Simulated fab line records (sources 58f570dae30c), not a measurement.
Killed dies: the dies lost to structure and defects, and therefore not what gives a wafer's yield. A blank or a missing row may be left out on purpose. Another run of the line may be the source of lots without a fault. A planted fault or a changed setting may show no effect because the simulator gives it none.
A single fault, viewed from 2 desks :: flow berkeleyCmos170 :: each desk holds nothing but its own numbers, with what lay behind them at the end

AT THE TOOL OWNER'S DESK: lithoTrack-03
Per lot that ran on this tool, the mean of the sampled wafers carrying a number, from the tool's own readings at UCB170_M3_SOFTBAKE_06 (time 60 s). Any lot whose mean is over 4 standard deviations away from the usual mean is out of limits and marked OUT; that distance is given in the brackets.
Columns: A = runLengthS at UCB170_M3_SOFTBAKE_06, usual 89.17 s
lot: L457
first seen here: day 9 04:11
A: 89.03

lot: L458
first seen here: day 9 04:37
A: 89.32

lot: L461
first seen here: day 9 19:32
A: 89.12

lot: L462
first seen here: day 9 21:54
A: 89.14

lot: L466
first seen here: day 11 07:20
A: 106.87 (+99 or more) OUT

lot: L469
first seen here: day 11 19:50
A: 106.72 (+99 or more) OUT
This desk's verdict: out of limits on L466, L469, starting with L466 at day 11 07:20 (runLengthS at UCB170_M3_SOFTBAKE_06). In limits: L457, L458, L461, L462.

FROM THE METROLOGY DESK
Lot by lot, what the gauges showed, no matter which tool ran the lot: averages of those sampled wafers that carry a number. Any lot whose mean is over 4 standard deviations away from the usual mean is out of limits and marked OUT; that distance is given in the brackets.
Columns: A = V1_OVL at UCB170_V1_OVL_MEAS_13, usual 3 nm; B = M3_OVL at UCB170_M3_OVL_MEAS_16, usual -2 nm
lot: L456
first seen here: day 8 06:38
A: 6
B: -10

lot: L457
first seen here: day 8 21:14
A: 9
B: -4

lot: L458
first seen here: day 8 21:32
A: 4
B: -8

lot: L459
first seen here: day 9 08:46
A: 0
B: -3

lot: L461
first seen here: day 9 13:07
A: 1
B: -3

lot: L462
first seen here: day 9 14:59
A: -2
B: -1

lot: L465
first seen here: day 10 15:23
A: 6
B: 1

lot: L466
first seen here: day 11 01:07
A: 4
B: -10

lot: L469
first seen here: day 11 13:29
A: 5
B: -0

lot: L472
first seen here: day 12 13:18
A: 3
B: -7

lot: L475
first seen here: day 13 10:52
A: 5
B: 2

lot: L479
first seen here: day 14 02:55
A: -4
B: -0

lot: L478
first seen here: day 14 04:15
A: 7
B: -5
Result from this desk: across the 13 lots, nothing is out of limits.

TAKEN TOGETHER
The tool owner's desk could have raised an alarm at day 11 07:20, on L466, L469.
Metrology desk: nothing out of limits seen.
The metrology desk has L466, L469 on record, within its limits.
All the named lots went through UCB170_M3_SOFTBAKE_06 on lithoTrack-03.

WHAT THE SIMULATOR HAD INSERTED
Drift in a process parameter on lithoTrack-03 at UCB170_M3_SOFTBAKE_06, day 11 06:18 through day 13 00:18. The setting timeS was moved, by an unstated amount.
Lots struck among those shown: L466, L469.
Time in hours from fault onset to the first out-of-limits reading at each desk: the tool owner's desk, 1.
